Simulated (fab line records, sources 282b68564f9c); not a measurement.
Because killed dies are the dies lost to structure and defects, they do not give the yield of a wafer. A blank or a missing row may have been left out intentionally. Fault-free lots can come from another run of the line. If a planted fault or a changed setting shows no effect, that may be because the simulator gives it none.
Which tool did it? | flow ritCmos | 6 lots, 18 wafers sampled, at 3 steps of a route of 202

## WHAT THE GAUGES READ, wafer by wafer
RIT_PSD_OVL_MEAS_06.
lot  | measured    | on         | PSD_OVL (nm)
L860 | day 3 10:00 | overlay-01 | -1.7 -2.0 -1.8
L864 | day 4 05:46 | overlay-01 | -1.6 -0.1 -1.0
L866 | day 4 14:17 | overlay-01 | 1.0 -0.6 2.6
L869 | day 5 08:16 | overlay-02 | -0.2 -0.7 0.2
L872 | day 6 01:31 | overlay-02 | -0.6 -0.7 -0.7
L879 | day 7 11:55 | overlay-01 | -1.7 -1.4 -0.1

## WHAT TOOL EACH LOT RAN ON (gives the tool, then ch and the chambers of the sampled wafers, and finally the start)
lot  | RIT_NRETRO_STRIP_09                | RIT_PSD_EXPOSE_03
L860 | plasmaAsher-01 ch 0,1, day 2 14:49 | ilineStepper-01 ch 0, day 3 09:36
L864 | plasmaAsher-01 ch 0,1, day 3 08:56 | ilineStepper-02 ch 0, day 4 05:23
L866 | plasmaAsher-02 ch 0,1, day 3 18:58 | ilineStepper-01 ch 0, day 4 13:55
L869 | plasmaAsher-01 ch 0,1, day 4 11:42 | ilineStepper-01 ch 0, day 5 07:52
L872 | plasmaAsher-02 ch 0,1, day 5 02:18 | ilineStepper-01 ch 0, day 6 01:08
L879 | plasmaAsher-03 ch 0,1, day 6 15:26 | ilineStepper-01 ch 0, day 7 11:31
- RIT_NRETRO_STRIP_09: strips in O2, time 180 s.
- RIT_PSD_EXPOSE_03: exposes mask M10, target cd 40900 nm.

## THE ANSWER, worked out from the rows above alone
Rule: the lots themselves supply what counts as usual. The widest of any qualifying gaps counts: lots, ordered by their means at a reading, are off when they make up no more than a third of the lots, leave a main group of 4 or more, and stand apart from it by 3 or more times the standard deviation of that group's means. If all means in a main group match to the digits the tables above print for the reading, that group is not used. A lot without any number at a reading at which 4 lots or more have one is off too. The other lots that the step has rows for count as sound.
No lot is off on any of the readings shown, so nothing can be concluded from this.

## WHAT THE SIMULATOR HAD INSERTED
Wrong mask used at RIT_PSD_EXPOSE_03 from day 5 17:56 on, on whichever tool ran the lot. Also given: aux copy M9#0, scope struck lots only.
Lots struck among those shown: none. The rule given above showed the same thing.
